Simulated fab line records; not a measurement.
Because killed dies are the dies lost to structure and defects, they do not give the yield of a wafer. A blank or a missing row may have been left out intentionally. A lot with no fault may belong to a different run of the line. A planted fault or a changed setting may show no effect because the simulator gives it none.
Chamber matching + flow berkeley cmos170 + UCB170_SCREENOX_WET_ETCH_00 on wet bench-01: 4 sister chambers
The step etches SiO2 in dHF, time 200 s. 4 wafers are shown with their chamber, then 9 later ones without.

WAFERS, EACH WITH ITS CHAMBER
| wafer  | chamber | run length s (s) |
|--------|---------|------------------|
| L144.3 | 2       | 226              |
| L145.5 | 0       | 225              |
| L155.3 | 3       | 231              |
| L159.6 | 1       | 231              |

WAFERS MISSING THEIR CHAMBER
| wafer  | run length s (s) |
|--------|------------------|
| L160.2 | 233              |
| L160.3 | 233              |
| L160.6 | 233              |
| L161.2 | 226              |
| L161.3 | 226              |
| L161.6 | 226              |
| L162.2 | 225              |
| L162.3 | 225              |
| L162.4 | 225              |

THE CHAMBER EACH PASSED THROUGH
| wafer  | from the rows above     | in truth |
|--------|-------------------------|----------|
| L160.2 | can't be placed: 1 or 3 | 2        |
| L160.3 | can't be placed: 1 or 3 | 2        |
| L160.6 | can't be placed: 1 or 3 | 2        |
| L161.2 | can't be placed: 2 or 0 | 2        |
| L161.3 | can't be placed: 2 or 0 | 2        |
| L161.6 | can't be placed: 2 or 0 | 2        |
| L162.2 | can't be placed: 0 or 2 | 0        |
| L162.3 | can't be placed: 0 or 2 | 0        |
| L162.4 | can't be placed: 0 or 2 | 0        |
Placed correctly: 0 of 9. Unplaceable from these rows: 9, with the true chamber sitting among the candidates in 6. 0 placed wrongly.
How it was worked out, from the rows above alone: a wafer's distance from a chamber is the root of the sum, over the readings, of the square of ((its reading less the chamber's mean) divided by the reading's scatter). The wafer belongs to the nearest chamber; if the next one is less than 2 further off, it can't be placed. Each chamber's mean is taken over the wafers shown for it. The scatter (one wafer shown for each chamber): square how far every hidden wafer sits from the nearest shown wafer, average those squares and take the square root.
